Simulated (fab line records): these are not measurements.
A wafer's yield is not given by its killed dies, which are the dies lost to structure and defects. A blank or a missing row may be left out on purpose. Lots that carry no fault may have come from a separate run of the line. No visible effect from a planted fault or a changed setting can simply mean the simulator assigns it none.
Matching of chambers	flow rit_cmos	RIT_SPACER_ETCHBACK_05 on rie_diel-03 has 4 sister chambers
The step etches Si3N4 in SF6/CHF3, stops on SiO2, target depth 250 nm, time 240 s. 15 wafers are shown with their chamber, then 7 later ones without.

EACH WAFER AND ITS CHAMBER
wafer	chamber	throttle_valve_pct (%)	oes_product_au (a.u.)
L895.1	3	10.32	0.854
L895.3	2	10.43	0.859
L895.5	3	10.32	0.863
L896.1	2	10.40	0.865
L896.2	0	10.46	0.860
L896.3	1	10.21	0.838
L897.1	2	10.46	0.866
L897.3	0	10.46	0.859
L897.6	1	10.21	0.849
L899.2	3	10.32	0.860
L899.4	2	10.41	0.865
L899.5	2	10.43	0.875
L900.3	0	10.44	0.854
L900.4	1	10.21	0.836
L900.6	3	10.32	0.855

SIGNATURES (averages over the wafers above)
reading	chamber 0	chamber 1	chamber 2	chamber 3	scatter within a chamber
throttle_valve_pct	10.4533	10.2100	10.4260	10.3200	0.0147
oes_product_au	0.85767	0.84100	0.86600	0.85800	0.00526
Rule: distance of a wafer from a chamber = root of the sum over the readings of ((wafer's reading minus chamber's mean) / reading's scatter) squared. If the next closest chamber is less than 2 further off than the closest, the wafer can't be placed; otherwise it belongs to the closest. The scatter is the square root of a quotient: the sum, over the shown wafers, of each reading's squared deviation from its chamber's mean, divided by wafers minus chambers.

WAFERS WHOSE CHAMBER IS MISSING
wafer	throttle_valve_pct (%)	oes_product_au (a.u.)
L902.1	10.21	0.834
L902.4	10.42	0.862
L902.5	10.21	0.829
L905.2	10.21	0.840
L905.4	10.45	0.850
L908.2	10.41	0.859
L908.6	10.42	0.863

THE CHAMBER EACH PASSED THROUGH
wafer	from the rows above	in truth
L902.1	1	1
L902.4	can't be placed: 2 or 0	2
L902.5	1	1
L905.2	1	1
L905.4	can't be placed: 0 or 2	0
L908.2	can't be placed: 2 or 0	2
L908.6	can't be placed: 2 or 0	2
Correct placement for 3 of the 7. Cannot be placed on the basis of these rows: 4; the candidates contain the true chamber in 4. Number placed wrongly: 0.
